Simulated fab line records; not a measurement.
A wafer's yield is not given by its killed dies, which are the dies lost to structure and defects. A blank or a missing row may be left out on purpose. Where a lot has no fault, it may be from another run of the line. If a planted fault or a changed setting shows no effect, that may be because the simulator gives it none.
Which tool did it? + flow rit cmos + 6 lots, 18 wafers sampled, at 2 steps of a route of 202

== WHAT THE GAUGES READ, wafer by wafer ==
RIT_M1_CD_MEAS_09 targets a cd of 2600 nm.
| lot  | measured    | on        | cd nm (nm)           |
|------|-------------|-----------|----------------------|
| L375 | day 4 05:49 | cd sem-02 | 2601.8 2603.3 2601.9 |
| L377 | day 4 13:11 | cd sem-02 | 2602.9 2601.6 2604.6 |
| L379 | day 4 20:05 | cd sem-01 | 2600.2 2599.6 2602.3 |
| L382 | day 5 21:22 | cd sem-02 | 2600.0 2599.1 2599.8 |
| L390 | day 7 12:20 | cd sem-02 | 2602.2 2599.7 2600.9 |
| L393 | day 7 23:46 | cd sem-01 | 2598.8 2597.4 2597.4 |

== WHAT TOOL EACH LOT RAN ON (gives the tool, then ch and the chambers of the sampled wafers, and finally the start) ==
| lot  | RIT_M1_EXPOSE_06                   |
|------|------------------------------------|
| L375 | iline stepper-02 ch 0, day 4 05:23 |
| L377 | iline stepper-02 ch 0, day 4 12:46 |
| L379 | iline stepper-02 ch 0, day 4 19:38 |
| L382 | iline stepper-01 ch 0, day 5 20:56 |
| L390 | iline stepper-02 ch 0, day 7 11:55 |
| L393 | iline stepper-01 ch 0, day 7 23:20 |
- RIT_M1_EXPOSE_06: exposes mask M12, target cd 2600 nm.

== THE ANSWER, worked out from the rows above alone ==
Rule: what is usual is taken from the lots themselves. The widest of any qualifying gaps counts: lots, ordered by their means at a reading, are off when they make up no more than a third of the lots, leave a main group of 4 or more, and stand apart from it by 3 or more times the standard deviation of that group's means. If all means in a main group match to the digits the tables above print for the reading, that group is not used. Also off: a lot with no number at a reading for which 4 or more lots have one. All remaining lots with rows at the step are treated as sound.
Across all readings shown, no lot is off: no conclusion can be drawn from this.

== WHAT HAD BEEN PUT IN BY THE SIMULATOR ==
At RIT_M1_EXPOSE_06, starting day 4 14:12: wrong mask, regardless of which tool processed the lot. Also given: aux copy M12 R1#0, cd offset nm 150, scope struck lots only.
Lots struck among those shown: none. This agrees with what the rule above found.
